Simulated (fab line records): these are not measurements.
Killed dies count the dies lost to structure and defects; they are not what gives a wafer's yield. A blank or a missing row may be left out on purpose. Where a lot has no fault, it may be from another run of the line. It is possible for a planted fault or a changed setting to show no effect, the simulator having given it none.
8D (eight disciplines) problem report, filled in by code | flow berkeley cmos170 | the parts of the form that need people (team, actions taken, sign-off) are left out

1. WHAT WENT WRONG
Mean of beam energy keV at UCB170_PFIELD_IMPLANT_07: 84.936 across 6 wafers in 2 lots; on wafers with no fault it is 80.001 (standard deviation 0.023). So: +99 or more standard deviations from the usual mean.
Earliest sighting: wafer L700.2 on implanter-02 at day 6 05:27. At this step, 18 wafers from 6 lots have a number in the record. Rule for "out", or "out of limits": more than 4 standard deviations from the usual mean. Any other wafer with a number is counted as sound.

2. WHAT THIS IS AND IS NOT
question                    | is                     | is not
which readings at this step | beam energy keV        | -
which lots                  | L700, L702             | L692, L697, L704, L707
which wafers of those lots  | all that have a number | -
read on which tools         | implanter-02           | implanter-03, implanter-04
when                        | from day 6 05:27       | up to then (6 sound wafers); but 6 sound wafers of L704, L707 came after

3. SUSPECTS, AND WHAT RULES EACH OUT
Counting: a tool stays on the suspect list if, at a process step up to the reading, it processed all lots that are out and no sound lot following the first of them.
- rie diel-03 at UCB170_ACTIVE_ETCH_15 (etches Si3N4 in CH3F/Ar/O2, stops on SiO2, target depth 242 nm, time 151 s): ruled out as a lasting fault. Following L700 (day 6 03:51), the first lot on it that is out, the sound lots L707 were run on it.
- implanter-02 at UCB170_PFIELD_IMPLANT_07: kept. All lots that are out passed through it, beginning with L700 at day 6 05:27, and no sound lot followed; its final sound lot before that point was L697 at day 5 12:41. Its own beam energy keV readings are out on those wafers.
Remaining after the count: implanter-02 at UCB170_PFIELD_IMPLANT_07.

4. THE CAUSE (what the simulator had put in)
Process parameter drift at UCB170_PFIELD_IMPLANT_07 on implanter-02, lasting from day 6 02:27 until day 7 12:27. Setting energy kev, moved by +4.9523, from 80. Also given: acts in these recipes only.
The count eliminated every tool but this one.

5. SEQUENCE OF EFFECTS, ordered by route
One row per reading whose mean, taken over the struck wafers that have a number, lies over 3 standard deviations from the usual. Only readings whose record carries a usual standard deviation are examined. hours: median over the lots of the time between each lot's start at the first step of this table that gives one and its start at this step. sigmas: the change, counted in usual standard deviations.
hours | step                     | reading         | usual  | on struck wafers | change | sigmas
0     | UCB170_PFIELD_IMPLANT_07 | beam energy keV | 80.001 | 84.936           | +4.935 | +99 or more
It contains these process steps:
- UCB170_PFIELD_IMPLANT_07

6. HOW IT WOULD HAVE BEEN CAUGHT EARLIER
In this record the first reading out of limits was taken at day 6 05:27, 3 hours after the fault began at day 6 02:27.
